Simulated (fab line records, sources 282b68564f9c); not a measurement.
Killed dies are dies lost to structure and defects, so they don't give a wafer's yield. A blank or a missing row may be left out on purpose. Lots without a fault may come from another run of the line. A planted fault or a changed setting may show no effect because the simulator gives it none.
A struck lot beside a sound one | flow rit_cmos | 15 steps out of a route of 202
Sound: wafers L757.2, L757.4, L757.5. Struck: wafers L762.1, L762.4, L762.5. The cause comes at the end.
At each step with rows: each side's tool, then ch and its chambers, then its first start. Under that, the readings that differ: sound wafers | struck wafers | difference of the means | sigmas: that difference in standard deviations of wafers without a fault.
alike: readings whose means differ by less than 2 such deviations, and words and numbers that are the same on both sides. not compared: withheld readings, readings that some wafer has no value for, bounds like >300 that may hide the same value, and numbers for which the record gives no deviation and whose values overlap.
The two part at a step that has a row with sigmas, a row that says differs or no value, or rows on one side only. Numbers that don't overlap but have no deviation are shown without sigmas and don't part them. A reading that every wafer of one side lacks parts them only if that side has two wafers or more.

first, 6 steps without rows for these wafers: RIT_PRETRO_HMDS_00 (prime time 60 s); RIT_PRETRO_COAT_01 (resist thk 1300 nm); RIT_PRETRO_SOFTBAKE_02 (time 60 s); RIT_PRETRO_EXPOSE_03 (exposes mask M5, target cd 43700 nm); RIT_PRETRO_PEB_04; RIT_PRETRO_DEVELOP_05 (develop time 68 s).
RIT_PRETRO_OVL_MEAS_06:
  sound on overlay-02, day 2 12:59; struck on overlay-01, day 3 13:58
  alike: PRETRO_OVL
then, 2 steps without rows for these wafers: RIT_PRETRO_HARDBAKE_07 (time 120 s); RIT_PRETRO_IMPLANT_08.
RIT_PRETRO_STRIP_09: strips in O2, time 180 s.
  sound on plasma_asher-02 ch 0,1, day 2 13:25; struck on plasma_asher-03 ch 0,1, day 3 14:25
  alike: drypump_motor_current_A
  not compared: rf_hours_counter_h
RIT_PRETRO_TW_MEAS_10:
  sound on film_metro-04, day 2 13:36; struck on film_metro-03, day 3 14:35
  reading   | sound             | struck            | difference | sigmas
  PRETRO_TW | 479.0 481.3 481.3 | 471.5 472.3 473.2 | -8.2       | -3
then, 1 step without rows for these wafers: RIT_GATE_WET_ETCH_00 (etches SiO2 in BOE, target depth 56 nm, time 60 s).
RIT_GATE_CLEAN_01: cleans in SC1, time 600 s.
  sound on wet_bench-02 ch 0, day 2 13:40; struck on wet_bench-04 ch 2, day 3 14:40
  reading          | sound             | struck            | difference | sigmas
  run_length_s (s) | 627.3 627.3 627.3 | 666.6 666.6 666.6 | +39.3      | +13
then, 1 step without rows for these wafers: RIT_GATE_CLEAN_02 (cleans in dHF, time 30 s).
RIT_M1_PROBE_99:
  sound on prober-02, day 3 20:26; struck on prober-01, day 4 19:55
  alike: killed_at_contacts, killed_at_front_end, killed_dies, killed_on_rim, killed_open, killed_short

WHERE THEY PART
First at RIT_PRETRO_TW_MEAS_10; last, within this record, at RIT_GATE_CLEAN_01. Later steps at which nothing parts them and some readings are alike: RIT_M1_PROBE_99.

WHY: what the simulator had put in
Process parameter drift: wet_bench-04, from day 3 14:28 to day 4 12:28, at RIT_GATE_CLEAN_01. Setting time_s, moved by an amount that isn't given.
